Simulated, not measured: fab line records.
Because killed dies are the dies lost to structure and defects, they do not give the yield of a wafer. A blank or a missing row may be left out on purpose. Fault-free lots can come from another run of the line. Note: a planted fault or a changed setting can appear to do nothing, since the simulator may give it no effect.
The tool behind it: which one? / flow rit_cmos / 14 lots, 42 wafers sampled, at 2 steps of a route of 202

WHAT THE GAUGES READ, wafer by wafer
RIT_PWELL_TW_MEAS_10. Usual: PWELL_TW 944, standard deviation 5.5.
lot=L729; measured=day 2 00:26; on=film_metro-04; PWELL_TW=934 940 936; flag=
lot=L730; measured=day 2 05:27; on=film_metro-04; PWELL_TW=937 937 944; flag=
lot=L731; measured=day 2 10:17; on=film_metro-02; PWELL_TW=949 942 948; flag=
lot=L732; measured=day 2 15:08; on=film_metro-04; PWELL_TW=943 945 941; flag=
lot=L733; measured=day 2 20:25; on=film_metro-01; PWELL_TW=942 946 945; flag=
lot=L734; measured=day 3 02:01; on=film_metro-04; PWELL_TW=941 937 939; flag=
lot=L735; measured=day 3 07:00; on=film_metro-01; PWELL_TW=952 956 959; flag=
lot=L736; measured=day 3 16:22; on=film_metro-01; PWELL_TW=946 945 950; flag=
lot=L737; measured=day 3 19:34; on=film_metro-01; PWELL_TW=2013 2004 2004; flag=OFF
lot=L738; measured=day 3 21:52; on=film_metro-02; PWELL_TW=945 944 941; flag=
lot=L739; measured=day 4 04:10; on=film_metro-04; PWELL_TW=1990 1996 1998; flag=OFF
lot=L746; measured=day 5 13:11; on=film_metro-01; PWELL_TW=946 944 942; flag=
lot=L748; measured=day 5 23:11; on=film_metro-02; PWELL_TW=948 951 947; flag=
lot=L752; measured=day 6 18:46; on=film_metro-02; PWELL_TW=949 952 950; flag=

EACH LOT AND THE TOOL THAT RAN IT (in order: tool; ch and the chambers of the sampled wafers; start)
lot=L729; RIT_NWELL_COAT_01=litho_track-03 ch 0, day 1 21:14
lot=L730; RIT_NWELL_COAT_01=litho_track-03 ch 0, day 2 02:23
lot=L731; RIT_NWELL_COAT_01=litho_track-04 ch 0, day 2 07:08
lot=L732; RIT_NWELL_COAT_01=litho_track-02 ch 0, day 2 11:53
lot=L733; RIT_NWELL_COAT_01=litho_track-03 ch 0, day 2 17:25
lot=L734; RIT_NWELL_COAT_01=litho_track-02 ch 0, day 2 22:43
lot=L735; RIT_NWELL_COAT_01=litho_track-03 ch 0, day 3 03:47
lot=L736; RIT_NWELL_COAT_01=litho_track-03 ch 0, day 3 13:15
lot=L737; RIT_NWELL_COAT_01=litho_track-03 ch 0, day 3 16:34
lot=L738; RIT_NWELL_COAT_01=litho_track-02 ch 0, day 3 18:49
lot=L739; RIT_NWELL_COAT_01=litho_track-03 ch 0, day 4 01:17
lot=L746; RIT_NWELL_COAT_01=litho_track-02 ch 0, day 5 09:55
lot=L748; RIT_NWELL_COAT_01=litho_track-02 ch 0, day 5 20:10
lot=L752; RIT_NWELL_COAT_01=litho_track-04 ch 0, day 6 15:43
- RIT_NWELL_COAT_01: resist thk 1300 nm.

AS READ BY THE TOOLS THEMSELVES (means over the sampled wafers that have a number; for cases with no such wafer, the mark the record gives instead)
The record holds no such reading with a usual standard deviation.

THE ANSWER, worked out from the rows above alone
Rule: a lot counts as off when the mean over its wafers that have a number is more than 3 standard deviations away from the usual mean. A lot without any number at a reading at which 4 lots or more have one is off too. The other lots that the step has rows for count as sound. Order of review: gauges by route order, followed by the tools' own readings, for which a lot's mean as printed above is used. At the first step where some lot is off, the reading lying furthest off is the one used; lots without a number count as furthest.
Off: L737, L739, at RIT_PWELL_TW_MEAS_10 (PWELL_TW).
A tool fits if, at a process step before that reading, it ran every lot that is off, and no sound lot after the first of them. Gauges at RIT_PWELL_TW_MEAS_10: tried the same way as those tools. One candidate fits, namely litho_track-03 at RIT_NWELL_COAT_01. Its last sound lot is L736 (day 3 13:15), its first lot that is off L737 (day 3 16:34): a fault that began between those two fits.

WHAT THE SIMULATOR HAD INSERTED
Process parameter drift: litho_track-03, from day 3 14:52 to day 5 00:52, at RIT_NWELL_COAT_01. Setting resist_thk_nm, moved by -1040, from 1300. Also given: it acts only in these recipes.
Struck lots among those shown: L737, L739. The rule given above showed the same thing.
